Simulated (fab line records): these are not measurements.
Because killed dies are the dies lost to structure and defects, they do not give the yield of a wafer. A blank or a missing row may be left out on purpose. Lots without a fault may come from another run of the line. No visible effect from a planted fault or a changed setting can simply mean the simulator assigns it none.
Matching of chambers | flow berkeley-cmos170 | UCB170_V2_CVD_00 on pecvd-01 has 3 sister chambers
The step deposits SiO2 from TEOS/O2, target thk 2000 nm, time 250 s. 14 wafers are shown with their chamber, then 7 later ones without.

EACH WAFER AND ITS CHAMBER
wafer  | chamber | heater-power-w (W) | susceptor-temp-C (C)
L499.1 | 1       | 209                | 390.35
L499.5 | 0       | 365                | 390.02
L499.6 | 2       | 198                | 390.10
L498.1 | 1       | 210                | 389.95
L498.3 | 0       | 332                | 390.25
L498.4 | 1       | 273                | 390.11
L502.2 | 1       | 217                | 389.77
L502.3 | 2       | 263                | 389.92
L502.4 | 2       | 196                | 390.27
L500.2 | 0       | 366                | 390.05
L500.5 | 0       | 259                | 390.23
L500.6 | 2       | 195                | 390.24
L507.1 | 2       | 259                | 390.15
L507.4 | 1       | 202                | 390.06

SIGNATURES, as means of the wafers listed above
reading          | chamber 0 | chamber 1 | chamber 2 | scatter within a chamber
heater-power-w   | 330.50    | 222.20    | 222.20    | 38.1
susceptor-temp-C | 390.1375  | 390.0480  | 390.1360  | 0.166
Rule: for each reading, subtract the chamber's mean from the wafer's reading, divide by that reading's scatter and square the result; add these up over the readings and take the root, which gives the wafer's distance from the chamber. The wafer belongs to the nearest chamber; if the next one is less than 2 further off, it can't be placed. How the scatter is found: for the shown wafers, subtract from each reading the mean of its chamber, square and add these, divide the total by (wafers less chambers), then take the root.

WAFERS WHOSE CHAMBER IS MISSING
wafer  | heater-power-w (W) | susceptor-temp-C (C)
L507.6 | 193                | 390.07
L509.1 | 262                | 390.18
L509.2 | 244                | 389.42
L509.5 | 301                | 389.86
L521.2 | 307                | 389.84
L521.4 | 274                | 389.75
L521.6 | 268                | 390.16

WHICH CHAMBER EACH WENT THROUGH
wafer  | from the rows above          | in truth
L507.6 | can't be placed: 1 or 2      | 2
L509.1 | can't be placed: 2 or 1 or 0 | 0
L509.2 | can't be placed: 1 or 2 or 0 | 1
L509.5 | can't be placed: 0 or 1 or 2 | 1
L521.2 | can't be placed: 0 or 1 or 2 | 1
L521.4 | can't be placed: 1 or 2 or 0 | 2
L521.6 | can't be placed: 2 or 1 or 0 | 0
Correctly placed: 0 of 7. From these rows, 7 cannot be placed; in 7 the true chamber is one of the candidates. Number placed wrongly: 0.
